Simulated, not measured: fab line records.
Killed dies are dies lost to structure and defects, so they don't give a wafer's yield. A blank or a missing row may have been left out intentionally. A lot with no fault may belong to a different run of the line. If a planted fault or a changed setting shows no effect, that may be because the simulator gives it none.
fab line records | flow berkeley_cmos170
record: lots: 6 | wafers: 18 | last_day: 12
route steps=331 shown GATE@137 PLDD@145
lots with no fault: from the same line, run without faults
start_h: hours from the record's first day to the start of the lot's first wafer shown | wait_h: hours from the lot's prior step to this one | " as in the row above | L1.1+2: one row covering several wafers at once | - value missing, or start not given | * or withheld: withheld | < > ~ a bound
route shown NAME@n: a module of which the file shows steps, and the number in the route of the first | usual: the fault-free wafers' mean and standard deviation | same: alike in all rows | chamber/n: place in a boat | sites: the reading at each site | _std_site: standard deviation of those values | _edge_site: mean of outer sites minus mean of inner sites | radius_mm: for every site, how far away it sits from the centre of the wafer | mask NAME#n: copy n | behind: the most recent tool/chamber to have shaped the wafer | hold: what put the lot on hold/how long, in hours/how the hold closed | device: names the non-switching transistor (n, p or np) | end of line: at the end of the route, the tests of the same wafers | a step with no rows: only its recipe | killed: dies lost to structure and defects at the first sort, not the wafer's yield | map: a wafer's dies, marking killed ones x, the rest . and places with no die _
set.NAME: the run value of the setting; set.NAME@STEP: its run value at that earlier step | model.NAME: the simulator's own value behind a step, which no gauge read
lots at some steps of the route; a table a step, a row a wafer
services: a tool's chamber out of use, with start hour (start_h, from the record's first day; less than 0 if before it), hours out, and reason
== steps ==
step: UCB170_GATE_DEVELOP_11
recipe: developer: TMAH | develop_time_s: 45 | resist: KrF | dev_temp_c: 21
step: UCB170_GATE_CD_MEAS_12
recipe: target_cd_nm: 350
usual: cd_nm: 349.5/1.5
lot.wafer | tool      | chamber | start_h | wait_h | cd_nm
L215.2    | cd_sem-02 | -       | 175.43  | -      | 348.9
L215.5    | "         | -       | "       | "      | 350.1
L215.6    | "         | -       | "       | "      | 346.9
L214.1    | cd_sem-02 | -       | 175.53  | -      | 351.6
L214.4    | "         | -       | "       | "      | 351.3
L214.6    | "         | -       | "       | "      | 351.0
L218.4    | cd_sem-01 | -       | 200.97  | -      | 348.9
L218.5    | "         | -       | "       | "      | 349.6
L218.6    | "         | -       | "       | "      | 348.9
L221.1    | cd_sem-02 | -       | 212.80  | -      | 350.3
L221.4    | "         | -       | "       | "      | 351.9
L221.5    | "         | -       | "       | "      | 352.1
L225.2    | cd_sem-02 | -       | 231.92  | -      | 351.5
L225.5    | "         | -       | "       | "      | 352.2
L225.6    | "         | -       | "       | "      | 353.0
L226.3    | cd_sem-02 | -       | 249.27  | -      | 351.3
L226.5    | "         | -       | "       | "      | 350.3
L226.6    | "         | -       | "       | "      | 351.0
step: UCB170_GATE_OVL_MEAS_13
usual: GATE_OVL: 2/4.8
lot.wafer | tool       | chamber | start_h | wait_h | GATE_OVL[nm]
L215.2    | overlay-01 | -       | 175.53  | 0.1    | 3
L215.5    | "          | -       | "       | "      | 3
L215.6    | "          | -       | "       | "      | 14
L214.1    | overlay-01 | -       | 175.65  | 0.1    | 5
L214.4    | "          | -       | "       | "      | 0
L214.6    | "          | -       | "       | "      | 2
L218.4    | overlay-02 | -       | 201.05  | 0.1    | 0
L218.5    | "          | -       | "       | "      | -3
L218.6    | "          | -       | "       | "      | 0
L221.1    | overlay-02 | -       | 212.92  | 0.1    | 3
L221.4    | "          | -       | "       | "      | 5
L221.5    | "          | -       | "       | "      | 0
L225.2    | overlay-02 | -       | 232.03  | 0.1    | 7
L225.5    | "          | -       | "       | "      | -2
L225.6    | "          | -       | "       | "      | 9
L226.3    | overlay-02 | -       | 249.36  | 0.1    | 2
L226.5    | "          | -       | "       | "      | -2
L226.6    | "          | -       | "       | "      | 3
step: UCB170_GATE_ETCH_14
recipe: chemistry: N2/H2 | target_depth_a: withheld | overetch_a: withheld | target: BARC | time_s: withheld | source_w: 500 | bias_w: 100 | pressure_mtorr: 30 | n2_flow_sccm: 100 | h2_flow_sccm: 200
usual: drypump_motor_current_A: 5.9/0.45 | oes_product_au: 1.000/0.015 | throttle_valve_pct: 13.33/0.15
lot.wafer | tool        | chamber | start_h | wait_h | drypump_motor_current_A | oes_product_au | throttle_valve_pct
L215.2    | rie_diel-03 | 1       | 175.56  | 0.0    | 5.4                     | 1.009          | 13.35
L215.5    | "           | 0       | "       | "      | 5.8                     | 1.023          | 13.38
L215.6    | "           | 3       | "       | "      | 5.3                     | 0.990          | 13.18
L214.1    | rie_diel-01 | 0       | 175.68  | 0.0    | 5.7                     | 0.972          | 13.57
L214.4    | "           | 1       | "       | "      | 5.9                     | 1.013          | 13.26
L214.6    | "           | 0       | "       | "      | 5.7                     | 0.965          | 13.56
L218.4    | rie_diel-03 | 2       | 201.07  | 0.0    | 6.2                     | 1.006          | 13.53
L218.5    | "           | 3       | "       | "      | 5.3                     | 0.989          | 13.17
L218.6    | "           | 2       | "       | "      | 6.2                     | 0.998          | 13.53
L221.1    | rie_diel-03 | 2       | 212.95  | 0.0    | 6.2                     | 1.003          | 13.52
L221.4    | "           | 1       | "       | "      | 5.4                     | 1.014          | 13.35
L221.5    | "           | 0       | "       | "      | 5.9                     | 1.030          | 13.38
L225.2    | rie_diel-03 | 0       | 232.06  | 0.0    | 5.8                     | 1.022          | 13.39
L225.5    | "           | 1       | "       | "      | 5.4                     | 1.009          | 13.36
L225.6    | "           | 0       | "       | "      | 5.8                     | 1.024          | 13.40
L226.3    | rie_diel-03 | 2       | 249.39  | 0.0    | 6.1                     | 0.989          | 13.53
L226.5    | "           | 1       | "       | "      | 5.4                     | 1.016          | 13.36
L226.6    | "           | 2       | "       | "      | 6.2                     | 1.003          | 13.54
step: UCB170_GATE_ETCH_15
recipe: chemistry: HBr/Cl2 | target: poly-Si | stop_on: SiO2 | over_etch_frac: 0.3 | icp_w: 300 | bias_w: 150 | time_s: 56.3 | pressure_mtorr: 15 | HBr_flow_sccm: 150 | Cl2_flow_sccm: 50 | target_depth_a: 2782
usual: drypump_motor_current_A: 5.8/0.42 | oes_product_au: 0.826/0.016 | throttle_valve_pct: 26.45/0.21
lot.wafer | tool      | chamber | start_h | wait_h | drypump_motor_current_A | oes_product_au | rf_hours_counter_h | throttle_valve_pct
L215.2    | rie_si-02 | 1       | 175.60  | -      | 5.9                     | 0.831          | 81                 | 26.27
L215.5    | "         | 3       | "       | "      | 5.9                     | 0.847          | -                  | 26.66
L215.6    | "         | 2       | "       | "      | 5.5                     | 0.802          | -                  | 26.43
L214.1    | rie_si-01 | 3       | 175.72  | -      | 5.5                     | 0.827          | 2                  | 26.66
L214.4    | "         | 1       | "       | "      | 6.1                     | 0.841          | 1                  | 26.60
L214.6    | "         | 3       | "       | "      | 5.5                     | 0.826          | -                  | 26.69
L218.4    | rie_si-02 | 0       | 201.11  | -      | 5.2                     | 0.794          | 28                 | 26.00
L218.5    | "         | 1       | "       | "      | 5.9                     | 0.820          | -                  | 26.27
L218.6    | "         | 2       | "       | "      | 5.6                     | 0.805          | -                  | 26.43
L221.1    | rie_si-01 | 3       | 213.00  | -      | 5.5                     | 0.841          | 2                  | 26.67
L221.4    | "         | 0       | "       | "      | 5.3                     | 0.839          | 0                  | 26.51
L221.5    | "         | 0       | "       | "      | 5.3                     | 0.832          | -                  | 26.51
L225.2    | rie_si-01 | 0       | 232.10  | -      | 5.3                     | 0.842          | 0                  | 26.50
L225.5    | "         | 1       | "       | "      | 6.1                     | 0.848          | -                  | 26.61
L225.6    | "         | 2       | "       | "      | 6.6                     | 0.815          | -                  | 26.42
L226.3    | rie_si-01 | 3       | 249.43  | -      | 5.5                     | 0.829          | 2                  | 26.67
L226.5    | "         | 3       | "       | "      | 5.5                     | 0.827          | -                  | 26.68
L226.6    | "         | 2       | "       | "      | 6.5                     | 0.802          | -                  | 26.41
step: UCB170_GATE_STRIP_16
recipe: chemistry: O2 | power_w: 400 | pressure_mtorr: 3500 | platen_temp_c: withheld | o2_flow_sccm: 400 | overash_fraction: 0.5
usual: drypump_motor_current_A: 5.7/0.41 | oes_product_au: 0.724/0.0044
lot.wafer | tool            | chamber | start_h | wait_h | drypump_motor_current_A | oes_product_au | rf_hours_counter_h
L215.2    | plasma_asher-02 | 0       | 175.65  | 0.0    | 6.4                     | 0.725          | 47
L215.5    | "               | 0       | "       | "      | 6.4                     | 0.722          | -
L215.6    | "               | 1       | "       | "      | 5.8                     | 0.719          | -
L214.1    | plasma_asher-03 | 0       | 175.77  | 0.0    | 5.6                     | 0.727          | 6
L214.4    | "               | 0       | "       | "      | 5.6                     | 0.728          | -
L214.6    | "               | 0       | "       | "      | 5.6                     | 0.723          | -
L218.4    | plasma_asher-02 | 0       | 201.19  | 0.1    | 6.3                     | 0.720          | -
L218.5    | "               | 1       | "       | "      | 5.8                     | 0.722          | -
L218.6    | "               | 0       | "       | "      | 6.3                     | 0.727          | -
L221.1    | plasma_asher-02 | 1       | 213.04  | 0.0    | 5.8                     | 0.730          | 51
L221.4    | "               | 0       | "       | "      | 6.3                     | 0.719          | -
L221.5    | "               | 1       | "       | "      | 5.8                     | 0.721          | -
L225.2    | plasma_asher-04 | 0       | 232.15  | 0.0    | 4.9                     | 0.716          | 50
L225.5    | "               | 1       | "       | "      | 5.4                     | 0.717          | -
L225.6    | "               | 0       | "       | "      | 4.9                     | 0.723          | -
L226.3    | plasma_asher-03 | 0       | 249.51  | 0.1    | 5.6                     | 0.722          | -
L226.5    | "               | 0       | "       | "      | 5.6                     | 0.730          | -
L226.6    | "               | 1       | "       | "      | 5.6                     | 0.722          | -
step: UCB170_GATE_CD_MEAS_90
recipe: target_cd_nm: 350
usual: cd_nm: 349.4/1.6
lot.wafer | tool      | chamber | start_h | wait_h | cd_nm
L215.2    | cd_sem-01 | -       | 175.77  | 0.1    | 348.0
L215.5    | "         | -       | "       | "      | 350.0
L215.6    | "         | -       | "       | "      | 347.2
L214.1    | cd_sem-02 | -       | 175.87  | 0.1    | 350.9
L214.4    | "         | -       | "       | "      | 350.2
L214.6    | "         | -       | "       | "      | 349.9
L218.4    | cd_sem-01 | -       | 201.32  | 0.1    | 349.0
L218.5    | "         | -       | "       | "      | 349.5
L218.6    | "         | -       | "       | "      | 348.9
L221.1    | cd_sem-02 | -       | 213.15  | 0.1    | 350.2
L221.4    | "         | -       | "       | "      | 352.2
L221.5    | "         | -       | "       | "      | 352.4
L225.2    | cd_sem-01 | -       | 232.27  | 0.1    | 351.2
L225.5    | "         | -       | "       | "      | 352.4
L225.6    | "         | -       | "       | "      | 351.9
L226.3    | cd_sem-01 | -       | 249.62  | 0.1    | 351.6
L226.5    | "         | -       | "       | "      | 350.6
L226.6    | "         | -       | "       | "      | 350.7
step: UCB170_GATE_CLEAN_17
recipe: chemistry: SPM | temp_c: 120 | time_s: 600
step: UCB170_PLDD_HMDS_00
recipe: prime_time_s: 60 | prime_temp_c: 100
step: UCB170_PLDD_COAT_01
recipe: resist: KrF | spin_rpm: 1500 | resist_thk_nm: 900
step: UCB170_PLDD_SOFTBAKE_02
recipe: resist: KrF | temp_c: 130 | time_s: 60
step: UCB170_PLDD_EXPOSE_03
recipe: mask_id: PSELECT | na: 0.5 | sigma_outer: 0.6 | source_shape: conventional | target_cd_nm: 1200 | dose_mj: 30
step: UCB170_PLDD_PEB_04
recipe: peb_temp_c: 130 | peb_time_s: withheld | resist: KrF
usual: chill_plate_temp_C: 22.99/0.1 | exhaust_pa: 45.2/0.96
lot.wafer | tool           | chamber | start_h | wait_h | chill_plate_temp_C | exhaust_pa
L215.2    | litho_track-04 | -       | 176.64  | 0.1    | -                  | -
L215.5    | "              | -       | "       | "      | -                  | -
L215.6    | "              | -       | "       | "      | -                  | -
L214.1    | litho_track-01 | -       | 176.88  | 0.1    | -                  | -
L214.4    | "              | -       | "       | "      | -                  | -
L214.6    | "              | -       | "       | "      | -                  | -
L218.4    | litho_track-02 | 0       | 202.50  | 0.1    | 23.17              | 44.3
L218.5    | "              | 0       | "       | "      | 23.01              | 45.6
L218.6    | "              | 0       | "       | "      | 22.98              | 44.4
L221.1    | litho_track-01 | 0       | 214.57  | 0.1    | 23.10              | 45.0
L221.4    | "              | 0       | "       | "      | 23.13              | 45.7
L221.5    | "              | 0       | "       | "      | 23.02              | 45.2
L225.2    | litho_track-01 | 0       | 233.30  | 0.1    | 23.02              | 45.0
L225.5    | "              | 0       | "       | "      | 23.03              | 46.0
L225.6    | "              | 0       | "       | "      | 22.88              | 46.0
L226.3    | litho_track-01 | 0       | 251.43  | 0.3    | 22.92              | 44.7
L226.5    | "              | 0       | "       | "      | 22.82              | 45.3
L226.6    | "              | 0       | "       | "      | 22.91              | 43.9
step: UCB170_PLDD_DEVELOP_05
recipe: developer: TMAH | develop_time_s: 45 | resist: KrF | dev_temp_c: 21
== services ==
tool            | chamber | start_h | hours | kind
rie_si-01       | 2       | 156.07  | 4.5   | repair
rie_diel-03     | 3       | 161.35  | 12.1  | repair
rie_diel-03     | 2       | 184.07  | -     | clean
rie_diel-03     | 2       | 184.07  | 16.9  | scheduled_down
rie_diel-03     | 2       | 184.07  | 16.9  | vent_cycle
plasma_asher-04 | -       | 187.11  | 9.0   | repair
rie_diel-03     | 2       | 233.41  | 6.3   | repair
rie_diel-03     | -       | 236.39  | 1.2   | repair
litho_track-04  | -       | 238.54  | -     | consumable_replace:filter
rie_diel-03     | 0       | 241.41  | -     | clean
rie_diel-03     | 0       | 241.41  | 15.4  | scheduled_down
rie_diel-03     | 0       | 241.41  | 15.4  | vent_cycle
rie_si-02       | -       | 249.52  | 15.6  | pm
== key ==
first_sign: step: UCB170_PLDD_PEB_04 | reading: tool_record | direction: missing
effect none on later readings
met_at UCB170_PLDD_PEB_04
struck_wafers L214.1,L214.4,L214.6,L215.2,L215.5,L215.6
sort_left_out L214.1,L214.4,L214.6,L215.2,L215.5,L215.6
tester_left_out L214,L215
fault: kind: skipped_step_whole | tool: litho_track-01,litho_track-04 | chamber: - | onset_h: 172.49 | steps: UCB170_PLDD_PEB_04 | scope: struck_lots_only
tester_left_out: of these lots the tester's yield and bins aren't shown, on N5 and GAA mostly nor the transistor test; their killed dies are dies lost to structure and defects alone, not to doping, threshold or leakage, so they don't give the yield
sort_left_out: the simulated sort isn't trusted on such a fault, so these wafers' sort isn't shown, and their yield isn't known
